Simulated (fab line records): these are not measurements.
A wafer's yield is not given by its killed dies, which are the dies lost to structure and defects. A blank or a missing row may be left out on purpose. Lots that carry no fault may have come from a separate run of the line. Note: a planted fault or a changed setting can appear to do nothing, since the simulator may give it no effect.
Comparing a struck lot with a sound one	flow rit_cmos	14 out of 202 route steps
Sound: these wafers, L794.1, L794.3, L794.4. The struck wafers were L796.2, L796.3, L796.5. The cause comes at the end.
Each step with rows lists, per side, the tool, then ch with its chambers, then its first start. Under that, the readings that differ: sound wafers	struck wafers	difference of the means	sigmas: that difference in standard deviations of wafers without a fault.
alike: words and numbers the same on both sides, and readings whose means are apart by under 2 such deviations; not compared: readings that were withheld, readings missing a value for some wafer, numbers with overlapping values and no deviation given by the record, and bounds like >300 which may hide the same value.
A row with sigmas, a row that says differs or no value, or rows on one side alone: a step with any of these is where the two part. Numbers that don't overlap but have no deviation are shown without sigmas and don't part them. Lack of a reading on every wafer of one side parts them only where that side has two or more wafers.

first, 4 steps without rows for these wafers: RIT_ACTIVE_SOFTBAKE_07 (time 60 s); RIT_ACTIVE_EXPOSE_08 (exposes mask M1, target cd 1400 nm); RIT_ACTIVE_PEB_09; RIT_ACTIVE_DEVELOP_10 (develop time 51 s).
RIT_ACTIVE_CD_MEAS_11: the cd target is 1400 nm.
  sound on cd_sem-02 at day 3 12:41; struck on cd_sem-02 at day 3 22:11
  alike: cd_nm
then, 1 step without rows for these wafers: RIT_ACTIVE_HARDBAKE_12 (time 60 s).
RIT_ACTIVE_ETCH_13: etches Si3N4 in SF6, stops on SiO2, time 210 s, target depth 210 nm.
  sound on rie_diel-03 ch 0,1,2, day 3 12:58; struck on rie_diel-01 ch 0,1,3, day 3 22:26
  alike: drypump_motor_current_A, oes_product_au, throttle_valve_pct
  not compared: rf_hours_counter_h
RIT_ACTIVE_STRIP_14: strips in O2, time 180 s.
  sound on plasma_asher-03 ch 0,1, day 3 13:05; struck on plasma_asher-02 ch 1, day 3 22:34
  alike: drypump_motor_current_A, o2_flow_sccm
  not compared: rf_hours_counter_h
RIT_ACTIVE_CD_MEAS_90: the cd target is 1400 nm.
  sound on cd_sem-01 at day 3 13:16; struck on cd_sem-01 at day 3 22:46
  alike: cd_nm
then, 3 steps without rows for these wafers: RIT_ACTIVE_CLEAN_15 (cleans in SC1, time 600 s); RIT_ACTIVE_CLEAN_16 (cleans in dHF, time 30 s); RIT_ACTIVE_CLEAN_17 (cleans in SC2, time 600 s).
RIT_FOX1_OXIDATION_00: target thk 350.7 nm, ox time 1130 s.
  struck on furnace-03, day 3 23:14; sound on furnace-03 ch 0, day 3 14:03
  no value came back on the struck wafers for ox_temp_c (C), ox_temp_c_max, zone_power_centre_pct (%), zone_power_load_pct (%); on the sound wafers ox_temp_c (C) reads 1099.9 1100.4 1100.3
reading	sound	struck	difference	sigmas
model.Si3N4_of_ACTIVE_CVD_03.thk_nm (nm)	144.6 143.9 145	147.5 146.8 147.6	+2.8	
RIT_FOX1_WET_ETCH_02: etches SiO2 in BOE, target depth 350 nm, time 390 s.
  sound on wet_bench-01 ch 0, day 3 15:26; struck on wet_bench-01 ch 3, day 4 00:37
reading	sound	struck	difference	sigmas
model.Si3N4_of_ACTIVE_CVD_03.thk_nm (nm)	139.9 139.3 140.3	142.8 142.1 142.9	+2.8	
  alike: temp_c

== WHERE THEY PART ==
RIT_FOX1_OXIDATION_00 only, going by this record. Later steps at which nothing parts them and some readings are alike: RIT_FOX1_WET_ETCH_02.

WHY: what had been put in by the simulator
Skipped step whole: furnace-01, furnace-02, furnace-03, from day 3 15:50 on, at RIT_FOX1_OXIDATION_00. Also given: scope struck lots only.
